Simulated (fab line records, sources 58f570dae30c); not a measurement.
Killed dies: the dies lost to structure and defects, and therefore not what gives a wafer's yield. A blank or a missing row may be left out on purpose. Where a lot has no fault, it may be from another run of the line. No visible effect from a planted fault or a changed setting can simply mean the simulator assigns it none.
Which tool was responsible? ; flow berkeley cmos170 ; Sampling: 15 lots, 45 wafers, 3 of 331 route steps

WHAT EACH GAUGE READ, for each wafer
UCB170_NWELL_THK_MEAS_02. Usual: NWELL_OXIDE_THK 26.5 nm, standard deviation 0.47.
lot;measured;on;NWELL_OXIDE_THK (nm);flag
L178;day 2 12:23;film metro-02;26.2 25.9 26.3;
L179;day 2 21:26;film metro-03;25.9 25.5 25.9;
L180;day 2 21:26;film metro-01;26.1 26.2 26.0;
L182;day 3 09:11;film metro-03;26.3 26.1 26.2;
L183;day 3 09:11;film metro-01;26.6 26.6 27.0;
L181;day 3 09:13;film metro-02;26.2 26.1 26.3;
L186;day 4 10:42;film metro-02;26.8 26.9 27.2;
L187;day 4 10:42;film metro-03;26.7 26.4 26.7;
L188;day 4 20:20;film metro-03;27.0 26.8 26.5;
L193;day 5 13:23;film metro-01;27.1 27.3 27.6;
L195;day 6 02:58;film metro-03;26.5 26.6 26.5;
L196;day 6 09:40;film metro-01;26.2 26.4 26.4;
L198;day 6 16:14;film metro-03;26.4 26.7 26.3;
L197;day 6 16:14;film metro-02;26.6 27.0 27.1;
L199;day 7 06:52;film metro-02;26.2 26.2 26.2;

UCB170_M2_CD_MEAS_90: target cd 700 nm. Usual: cd nm 700 nm, standard deviation 3.2.
lot;measured;on;cd nm (nm);flag
L178;day 9 16:26;cd sem-02;702 699 696;
L179;day 9 16:03;cd sem-02;695 693 694;
L180;day 9 14:59;cd sem-02;702 696 700;
L182;day 10 07:40;cd sem-02;693 697 695;
L183;day 10 06:14;cd sem-02;703 702 697;
L181;day 10 09:01;cd sem-02;700 701 697;
L193;day 12 05:49;cd sem-02;701 704 698;
L195;day 13 12:20;cd sem-01;703 702 699;
L196;day 13 12:22;cd sem-02;696 702 698;
L198;day 13 11:58;cd sem-02;700 707 707;
L197;day 13 13:17;cd sem-02;699 699 700;
L199;day 14 05:39;cd sem-01;697 701 702;

EACH LOT AND THE TOOL THAT RAN IT (in order: tool; ch and the chambers of the sampled wafers; start)
lot;UCB170_PWELL_CVD_05
L178;lpcvd-02 ch 1, day 3 20:26
L179;lpcvd-01 ch 0, day 4 04:50
L180;lpcvd-01 ch 1, day 4 04:50
L182;lpcvd-02 ch 0, day 4 16:57
L183;lpcvd-02 ch 1, day 4 16:57
L181;lpcvd-02 ch 0, day 4 16:57
L186;lpcvd-02 ch 1, day 5 13:55
L187;lpcvd-02 ch 0, day 5 13:55
L188;lpcvd-01 ch 0, day 5 21:52
L193;lpcvd-01 ch 1, day 6 19:38
L195;lpcvd-01 ch 1, day 7 07:55
L196;lpcvd-02 ch 0, day 7 16:32
L198;lpcvd-02 ch 0, day 7 21:17
L197;lpcvd-02 ch 1, day 7 21:17
L199;lpcvd-02 ch 1, day 8 10:41
- UCB170_PWELL_CVD_05: deposits Si3N4 from SiH2Cl2/NH3, target thk 220 nm, time 3300 s.

WHAT THE TOOLS THEMSELVES READ (means of the sampled wafers that have a number; where no wafer has one, the mark that the record gives instead)
UCB170_PWELL_CVD_05. Usual: nh3 flow sccm 74.98 sccm, standard deviation 0.26; pressure mtorr 199.9 mTorr, standard deviation 0.38.
lot;tool;nh3 flow sccm (sccm);pressure mtorr (mTorr);flag
L178;lpcvd-02;75.00;199.6;
L179;lpcvd-01;75.07;199.9;
L180;lpcvd-01;75.01;199.8;
L182;lpcvd-02;74.84;200.3;
L183;lpcvd-02;74.81;199.9;
L181;lpcvd-02;74.92;200.1;
L186;lpcvd-02;-;-;OFF
L187;lpcvd-02;-;-;OFF
L188;lpcvd-01;-;-;OFF
L193;lpcvd-01;75.02;199.7;
L195;lpcvd-01;75.46;200.0;
L196;lpcvd-02;75.10;200.5;
L198;lpcvd-02;75.25;199.1;
L197;lpcvd-02;74.88;200.0;
L199;lpcvd-02;75.01;200.0;

THE ANSWER, worked out from the rows above alone
Rule: a lot counts as off when the mean over its wafers that have a number is more than 3 standard deviations away from the usual mean. Also off: a lot with no number at a reading for which 4 or more lots have one. Any other lot the step has rows for is counted as sound. The gauges are gone through in route order, then the tools' own readings, and for those a lot's mean is taken as printed above. At the first step where some lot is off, the reading lying furthest off is the one used; lots without a number count as furthest.
Off: L186, L187, L188, at UCB170_PWELL_CVD_05 (nh3 flow sccm). Without a number there: L186, L187, L188.
A tool fits if, at that step or a process step before it, it ran every lot that is off, and no sound lot after the first of them. None of those tried fits.

WHAT THE SIMULATOR HAD INSERTED
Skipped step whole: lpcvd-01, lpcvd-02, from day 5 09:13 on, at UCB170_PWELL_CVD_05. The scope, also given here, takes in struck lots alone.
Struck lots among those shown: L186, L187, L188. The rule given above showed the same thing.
